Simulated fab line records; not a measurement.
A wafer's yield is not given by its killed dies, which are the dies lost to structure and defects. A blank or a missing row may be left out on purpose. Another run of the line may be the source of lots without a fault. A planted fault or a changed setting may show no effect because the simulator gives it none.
One fault seen from 2 desks :: flow ritCmos :: every desk sees just its own numbers, and what lay behind them comes last

== FOR THE TOOL OWNER'S DESK: pvdSputter-03 ==
The tool's own readings at RIT_SILICIDE_SPUTTER_01 (material Ti, target thk 30 nm, time 240 s): means of the sampled wafers that have a number, for each lot that ran on this tool. A lot is out of limits, marked OUT, if its mean lies more than 4 standard deviations from the usual mean; the brackets give that distance.
Columns: A = cathodeDcPowerW at RIT_SILICIDE_SPUTTER_01, usual 350.01 W; B = throttleValvePct at RIT_SILICIDE_SPUTTER_01, usual 30.0 %
lot: L912
first seen here: day 3 13:10
A: 349.94
B: 30.6

lot: L921
first seen here: day 5 14:47
A: 350.04
B: 30.0

lot: L923
first seen here: day 6 08:16
A: 350.09
B: 30.2

lot: L926
first seen here: day 7 01:35
A: 349.96
B: 29.8

lot: L930
first seen here: day 7 15:16
A: 350.00
B: 29.8
This desk's finding: nothing out of limits on any of the 5 lots.

== AT THE METROLOGY DESK ==
What the gauges read, lot by lot, whatever tool the lot ran on: means of the sampled wafers that have a number. A lot is out of limits, marked OUT, if its mean lies more than 4 standard deviations from the usual mean; the brackets give that distance.
Columns: A = SILICIDE_TI_RS at RIT_SILICIDE_RS_MEAS_02, usual 48.0 ohm/sq; B = SILICIDE_TI_THK at RIT_SILICIDE_THK_MEAS_03, usual 29.6 nm
lot: L912
first seen here: day 3 13:22
A: 47.6
B: 29.7

lot: L913
first seen here: day 3 18:56
A: 47.1
B: 30.1

lot: L916
first seen here: day 4 08:04
A: 47.3
B: 29.9

lot: L918
first seen here: day 5 02:47
A: 47.6
B: 29.9

lot: L919
first seen here: day 5 03:02
A: 46.7
B: 30.1

lot: L920
first seen here: day 5 07:40
A: 48.2
B: 29.3

lot: L921
first seen here: day 5 14:59
A: 49.5
B: 28.7

lot: L923
first seen here: day 6 08:26
A: 48.9
B: 29.3

lot: L926
first seen here: day 7 01:46
A: 72.5 (+30) OUT
B: 23.6 (-14) OUT

lot: L930
first seen here: day 7 15:25
A: 71.7 (+29) OUT
B: 23.5 (-14) OUT

lot: L932
first seen here: day 7 23:56
A: 48.8
B: 29.2

lot: L931
first seen here: day 8 02:27
A: 46.8
B: 30.2

lot: L934
first seen here: day 8 04:25
A: 47.3
B: 30.0

lot: L935
first seen here: day 8 07:13
A: 48.2
B: 29.2
This desk's finding: out of limits on L926, L930; first on L926, day 7 01:46 (SILICIDE_TI_RS at RIT_SILICIDE_RS_MEAS_02). L912, L913, L916, L918, L919, L920, L921, L923, L932, L931, L934, L935 stayed within limits.

== PUT TOGETHER ==
On L926, L930, the metrology desk was in a position to raise an alarm at day 7 01:46.
Nothing out of limits was seen by the tool owner's desk.
The tool owner's desk has L926, L930 on record, within its limits.
Every lot named ran RIT_SILICIDE_SPUTTER_01 on pvdSputter-03.

== WHAT WAS PUT IN BY THE SIMULATOR ==
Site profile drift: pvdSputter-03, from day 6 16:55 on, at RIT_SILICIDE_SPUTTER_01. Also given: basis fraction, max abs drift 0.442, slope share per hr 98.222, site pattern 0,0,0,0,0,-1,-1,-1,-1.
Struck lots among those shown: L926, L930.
Time in hours between the start of the fault and the first out-of-limits reading at each desk: metrology desk, 9.
